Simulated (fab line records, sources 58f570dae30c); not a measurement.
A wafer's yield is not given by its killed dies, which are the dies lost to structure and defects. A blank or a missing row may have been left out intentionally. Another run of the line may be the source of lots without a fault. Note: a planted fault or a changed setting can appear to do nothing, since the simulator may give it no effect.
One fault through the eyes of 2 desks || flow berkeley-cmos170 || what lay behind the numbers comes last; until then each desk has only its own

== THE METROLOGY DESK ==
What the gauges read, lot by lot, whatever tool the lot ran on: means of the sampled wafers that have a number. Marked OUT: a lot whose mean sits more than 4 standard deviations from the usual mean, which makes it out of limits; the brackets give that distance.
Columns: A = PLDD_OVL at UCB170_PLDD_OVL_MEAS_07, usual 3 nm; B = NSD_TW at UCB170_NSD_TW_MEAS_10, usual 4158; C = NSD_RS at UCB170_SDANNEAL_RS_MEAS_03, usual 37.29 ohm/sq
{"lot": "L690", "first seen here": "day 7 20:53", "A": 5, "B": 4159, "C": 37.42}
{"lot": "L691", "first seen here": "day 7 21:14", "A": -4, "B": 4173, "C": 37.31}
{"lot": "L689", "first seen here": "day 7 21:27", "A": 8, "B": 4115, "C": 37.19}
{"lot": "L693", "first seen here": "day 8 09:26", "A": 7, "B": 4217, "C": 37.18}
{"lot": "L695", "first seen here": "day 9 11:17", "A": -2, "B": 4170, "C": 37.36}
{"lot": "L701", "first seen here": "day 9 18:35", "A": 9, "B": 4107, "C": 37.30}
{"lot": "L697", "first seen here": "day 9 22:16", "A": 5, "B": 4131, "C": 37.35}
{"lot": "L696", "first seen here": "day 9 22:26", "A": 5, "B": 4189, "C": 37.23}
{"lot": "L698", "first seen here": "day 9 22:32", "A": 3, "B": 4117, "C": 37.39}
{"lot": "L705", "first seen here": "day 10 13:14", "A": 7, "B": 4202, "C": 37.38}
{"lot": "L702", "first seen here": "day 10 14:04", "A": 2, "B": "3962 (-5.3) OUT", "C": "45.27 (+80) OUT"}
{"lot": "L703", "first seen here": "day 11 01:13", "A": 4, "B": "3965 (-5.2) OUT", "C": "45.11 (+78) OUT"}
{"lot": "L709", "first seen here": "day 11 09:59", "A": 4, "B": 4190, "C": 37.42}
{"lot": "L710", "first seen here": "day 11 18:57", "A": 6, "B": 4164, "C": 37.19}
Finding of this desk: L702, L703 out of limits, first seen on L702 at day 11 04:49 (NSD_TW at UCB170_NSD_TW_MEAS_10). L690, L691, L689, L693, L695, L701, L697, L696, L698, L705, L709, L710: within limits.

== TOOL OWNER'S DESK, implanter-01 ==
For each lot that ran on this tool, the mean over its sampled wafers that have a number, from the tool's own readings at UCB170_NSD_IMPLANT_08. Marked OUT: a lot whose mean sits more than 4 standard deviations from the usual mean, which makes it out of limits; the brackets give that distance.
Columns: A = dose-ions-cm2 at UCB170_NSD_IMPLANT_08, usual 3e+15; B = end-station-pressure-torr at UCB170_NSD_IMPLANT_08, usual 1.25e-05 Torr; C = faraday-current-uA at UCB170_NSD_IMPLANT_08, usual 9274; D = tilt-deg at UCB170_NSD_IMPLANT_08, usual 7.006 degrees
{"lot": "L691", "first seen here": "day 8 10:29", "A": 3e+15, "B": 1.22e-05, "C": 9160, "D": 6.993}
{"lot": "L689", "first seen here": "day 8 11:15", "A": 3e+15, "B": 1.23e-05, "C": 9422, "D": 7.009}
{"lot": "L693", "first seen here": "day 8 22:36", "A": 3e+15, "B": 1.26e-05, "C": 9330, "D": 7.029}
{"lot": "L696", "first seen here": "day 10 12:38", "A": 3e+15, "B": 1.24e-05, "C": 9159, "D": 7.028}
{"lot": "L702", "first seen here": "day 11 04:34", "A": "2e+15 (-99 or more) OUT", "B": "9.90e-06 (-4.0) OUT", "C": "6573 (-14) OUT", "D": 7.027}
{"lot": "L703", "first seen here": "day 11 16:01", "A": "2e+15 (-99 or more) OUT", "B": 1.07e-05, "C": "6552 (-14) OUT", "D": 6.993}
This desk's finding: out of limits on L702, L703; first on L702, day 11 04:34 (dose-ions-cm2 at UCB170_NSD_IMPLANT_08). L691, L689, L693, L696: within limits.

== BROUGHT TOGETHER ==
On L702, L703, at day 11 04:34, an alarm was possible from the tool owner's desk.
On L702, L703, the metrology desk was in a position to raise an alarm at day 11 04:49.
Of the lots named, all ran UCB170_NSD_IMPLANT_08 on implanter-01.

== WHAT WAS PUT IN BY THE SIMULATOR ==
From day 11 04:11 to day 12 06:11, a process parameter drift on implanter-01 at UCB170_NSD_IMPLANT_08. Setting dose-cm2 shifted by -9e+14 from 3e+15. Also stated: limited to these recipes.
Struck lots among those shown: L702, L703.
Counting hours from when the fault started, the first reading out of limits came at 0 for the tool owner's desk and at 1 for the metrology desk.
